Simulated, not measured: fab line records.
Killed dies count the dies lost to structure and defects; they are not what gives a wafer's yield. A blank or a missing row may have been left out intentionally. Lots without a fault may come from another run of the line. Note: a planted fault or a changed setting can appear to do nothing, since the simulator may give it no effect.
A struck lot beside a sound one ; flow berkeleyCmos170 ; 14 out of 331 route steps
Sound: these wafers, L245.2, L245.3, L245.5. Wafers L257.2, L257.3, L257.4 were the ones struck. The cause comes at the end.
For every step that has rows: the tool of each side, followed by ch and its chambers, followed by its first start. Under that, the readings that differ: sound wafers ; struck wafers ; difference of the means ; sigmas: that difference in standard deviations of wafers without a fault.
alike: same words and numbers on both sides, and readings whose means sit less than 2 such deviations apart. not compared: any withheld reading, any reading some wafer has no value for, any bound like >300 that may hide the same value, and any number with overlapping values for which the record gives no deviation.
The two part at a step that has a row with sigmas, a row that says differs or no value, or rows on one side only. Numbers that have no deviation but don't overlap get no sigmas and don't part them. A reading missing from all wafers of one side parts the sides only when that side holds two or more wafers.

UCB170_V2_CD_MEAS_12: the cd target is 700 nm.
  sound on cdSem-02 at day 9 06:44; struck on cdSem-02 at day 11 09:22
reading;sound;struck;difference;sigmas
cdNm (nm);698.3 698.4 697.3;693.2 692.5 693.2;-5.0;-4
UCB170_V2_OVL_MEAS_13:
  sound on overlay-01 at day 9 06:50; struck on overlay-02 at day 11 09:28
  alike: V2_OVL
UCB170_V2_ETCH_14: etches SiO2 in CHF3/CF4/Ar, stops on Al, target depth 1250 nm, time 291 s.
  sound on rieDiel-04 ch 0,1,3, day 9 06:52; struck on rieDiel-03 ch 0,1,2, day 11 09:30
  alike: drypumpMotorCurrentA, oesProductAu, rfFwdPowerW, throttleValvePct
  not compared: rfHoursCounterH
UCB170_V2_STRIP_15: strips in O2.
  sound on plasmaAsher-04 ch 1, day 9 07:03; struck on plasmaAsher-02 ch 0,1, day 11 09:41
  alike: chamberPressureMTorr, drypumpMotorCurrentA, o2FlowSccm, oesProductAu, stripTimeToEndpointS
  not compared: rfHoursCounterH
UCB170_V2_CD_MEAS_90: the cd target is 700 nm.
  sound on cdSem-01 at day 9 07:10; struck on cdSem-02 at day 11 09:48
reading;sound;struck;difference;sigmas
cdNm (nm);698.1 697.1 697.6;692.8 693.2 693.7;-4.4;-3
then, 1 step without rows for these wafers: UCB170_M3_PRE_CLEAN_00 (preclean etch time 60 s).
UCB170_M3_SPUTTER_01: material Al, target thk 900 nm, time 120 s.
  sound on pvdSputter-01 at day 9 07:20; struck on pvdSputter-02 at day 11 09:58
  alike: throttleValvePct
UCB170_M3_RS_MEAS_02: measurement is done with a four-point probe.
  sound on filmMetro-02 at day 9 07:26; struck on filmMetro-01 at day 11 10:04
  alike: M3_AL_RS
UCB170_M3_THK_MEAS_03: measures by xrf.
  sound on filmMetro-02 at day 9 07:33; struck on filmMetro-01 at day 11 10:11
  alike: M3_AL_THK
then, 3 steps without rows for these wafers: UCB170_M3_HMDS_04 (prime time 60 s); UCB170_M3_COAT_05 (resist thk 900 nm); UCB170_M3_SOFTBAKE_06 (time 60 s).
UCB170_M3_STRIP_07: strips in O2.
  sound on plasmaAsher-01 ch 0, day 9 08:49; struck on plasmaAsher-03 ch 0,1, day 11 10:41
  no value came back on the struck wafers for any of 5 readings (chamberPressureMTorr (mTorr), drypumpMotorCurrentA (A) and others); on the sound wafers chamberPressureMTorr (mTorr) reads 3498 3495 3499
reading;sound;struck;difference;sigmas
model.KrF_of_M3_COAT_05.thkNm (nm);0 0 0;899.9 898.5 899.5;+899.3;
  not compared: rfHoursCounterH
then, 1 step without rows for these wafers: UCB170_M3_STRIP_08 (strips KrF in DMSO, time 600 s).

WHERE THEY PART
First at UCB170_V2_CD_MEAS_12; last, within this record, at UCB170_M3_STRIP_07.

WHY: whatever the simulator had introduced
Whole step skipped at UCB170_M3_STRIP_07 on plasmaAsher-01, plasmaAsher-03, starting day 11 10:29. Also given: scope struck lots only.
